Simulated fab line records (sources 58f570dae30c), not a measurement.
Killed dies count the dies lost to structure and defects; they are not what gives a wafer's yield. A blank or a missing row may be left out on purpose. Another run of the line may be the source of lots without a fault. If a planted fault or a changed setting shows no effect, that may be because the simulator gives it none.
8D (eight disciplines) problem report, filled in by code | flow berkeley_cmos170 | the parts of the form that need people (team, actions taken, sign-off) are left out

== 1. THE PROBLEM ==
wafer_temp_C_max at UCB170_CONTACT_RTA_08 reads a mean of 960.1 on 6 wafers of 2 lots; wafers without a fault read 905.5 with a standard deviation of 0.94. Measured from the usual mean, that is +58 standard deviations.
The step: time 10 s.
First observed at day 11 17:25: wafer L450.2, on rtp_anneal-02. Wafers with a number at this step in the record: 42, from 14 lots. Rule for "out", or "out of limits": more than 4 standard deviations from the usual mean. The other wafers with a number count as sound.

== 2. WHAT IT IS AND WHAT IT IS NOT ==
question                    | is                     | is not
which readings at this step | wafer_temp_C_max       | -
which lots                  | L450, L453             | L432, L433, L434, L435, L436, L437, L438, L440, L441, L442, L448, L455
which wafers of those lots  | all that have a number | -
read on which tools         | rtp_anneal-02          | rtp_anneal-01
when                        | from day 11 17:25      | up to then (33 sound wafers); but 3 sound wafers of L455 came after

== 3. THE SUSPECTS, EACH WITH WHAT RULES IT OUT ==
Counting: any tool at a process step up to the reading is kept as a suspect provided that every lot that is out went through it and no sound lot did after the first of them.
- rtp_anneal-02 at UCB170_CONTACT_RTA_08 (time 10 s): kept. All lots that are out passed through it, beginning with L450 at day 11 17:25, and no sound lot followed; its final sound lot before that point was L442 at day 10 00:09. Out on those wafers are its own readings of wafer_temp_C_max.
Remaining after the count: rtp_anneal-02 at UCB170_CONTACT_RTA_08.

== 4. THE CAUSE (what the simulator had put in) ==
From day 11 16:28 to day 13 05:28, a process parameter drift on rtp_anneal-02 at UCB170_CONTACT_RTA_08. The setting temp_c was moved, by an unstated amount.
After counting, this tool was the only one left.

== 5. THE EFFECT CHAIN, in route order ==
Each row: a reading whose mean over the struck wafers that have a number lies more than 3 standard deviations from the usual. Only readings for which the record gives a usual standard deviation are gone through. hours: the time from each lot's start at the first step in this table that gives one to its start at this step, as a median over the lots. sigmas: the change in usual standard deviations.
hours | step                  | reading          | usual  | on struck wafers | change | sigmas
0     | UCB170_CONTACT_RTA_08 | lamp_power_pct   | 22.2 % | 25.2             | +3.0   | +4.0
0     | UCB170_CONTACT_RTA_08 | wafer_temp_C_max | 905.5  | 960.1            | +54.6  | +58
Its process steps:
- UCB170_CONTACT_RTA_08: time 10 s.
Later measuring or inspecting steps at which every struck wafer that the step has a row for has a number for every such reading, and none has moved that far: UCB170_M2_CD_MEAS_15.

== 6. WHAT WOULD HAVE CAUGHT IT SOONER ==
In this record the first reading out of limits was taken at day 11 17:25, 1 hour after the fault began at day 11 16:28.
